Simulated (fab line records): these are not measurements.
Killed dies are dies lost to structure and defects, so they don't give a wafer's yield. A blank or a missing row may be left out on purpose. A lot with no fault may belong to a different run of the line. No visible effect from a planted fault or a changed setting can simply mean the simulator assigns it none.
Problem report, 8D (eight disciplines) form, completed by code :: flow berkeley_cmos170 :: the parts of the form that need people (team, actions taken, sign-off) are left out

== 1. PROBLEM STATEMENT ==
Wafers without a fault read 179.3 s, standard deviation 0.47; run_length_s at UCB170_PWELL_ETCH_14 reads a mean of 167.9 s on 6 wafers belonging to 2 lots. Relative to the usual mean, that is a shift of -24 standard deviations.
The step: etches Si3N4 in CH3F/Ar/O2, stops on SiO2, target depth 242 nm, time 151 s.
Earliest sighting: wafer L934.2 on rie_diel-01 at day 5 14:57. The record has a number at this step for 42 wafers belonging to 14 lots. The rule behind "out" and "out of limits": a value lying over 4 standard deviations away from the usual mean. Any other wafer with a number is counted as sound.

== 2. WHAT IT IS AND WHAT IT IS NOT ==
question: which readings at this step
is: run_length_s
is not: drypump_motor_current_A, throttle_valve_pct

question: which lots
is: L934, L936
is not: L923, L924, L925, L926, L927, L929, L933, L935, L937, L939, L940, L944

question: which wafers of those lots
is: all that have a number
is not: -

question: read on which tools
is: rie_diel-01
is not: rie_diel-02, rie_diel-03

question: when
is: from day 5 14:57
is not: up to then (24 sound wafers); but 12 sound wafers of L937, L939, L940, L944 came after

== 3. THE SUSPECTS, EACH WITH WHAT RULES IT OUT ==
Counting: any tool at a process step up to the reading is kept as a suspect provided that every lot that is out went through it and no sound lot did after the first of them.
- rie_diel-01 at UCB170_PWELL_ETCH_14 (etches Si3N4 in CH3F/Ar/O2, stops on SiO2, target depth 242 nm, time 151 s): kept. It ran every lot that is out, first L934 (day 5 14:57), and no sound lot after that; its last sound lot up to then is L926 (day 4 09:56). Its own readings are out on those wafers: run_length_s.
After counting, what remains is rie_diel-01 at UCB170_PWELL_ETCH_14.

== 4. THE CAUSE (what the simulator had put in) ==
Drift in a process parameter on rie_diel-01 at UCB170_PWELL_ETCH_14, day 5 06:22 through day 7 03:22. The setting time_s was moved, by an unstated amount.
The count eliminated every tool but this one.

== 5. THE CHAIN OF EFFECTS, in route order ==
Each row: a reading whose mean over the struck wafers that have a number lies more than 3 standard deviations from the usual. Only readings whose record carries a usual standard deviation are examined. hours: median over the lots of the time between each lot's start at the first step of this table that gives one and its start at this step. sigmas: the change, counted in usual standard deviations.
hours: 0
step: UCB170_PWELL_ETCH_14
reading: oes_product_au
usual: 0.948 a.u.
on struck wafers: 1.014
change: +0.066
sigmas: +4.4

hours: 0
step: UCB170_PWELL_ETCH_14
reading: run_length_s
usual: 179.3 s
on struck wafers: 167.9
change: -11.4
sigmas: -24

hours: 0
step: UCB170_PWELL_STRIP_16
reading: strip_time_to_endpoint_s
usual: 18.09 s
on struck wafers: 18.41
change: +0.32
sigmas: +3.6
It contains these process steps:
- UCB170_PWELL_ETCH_14: etches Si3N4 in CH3F/Ar/O2, stops on SiO2, target depth 242 nm, time 151 s.
- UCB170_PWELL_STRIP_16: strips in O2.

== 6. HOW IT WOULD HAVE BEEN CAUGHT EARLIER ==
In this record the first reading out of limits was taken at day 5 14:57, 9 hours after the fault began at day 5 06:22.
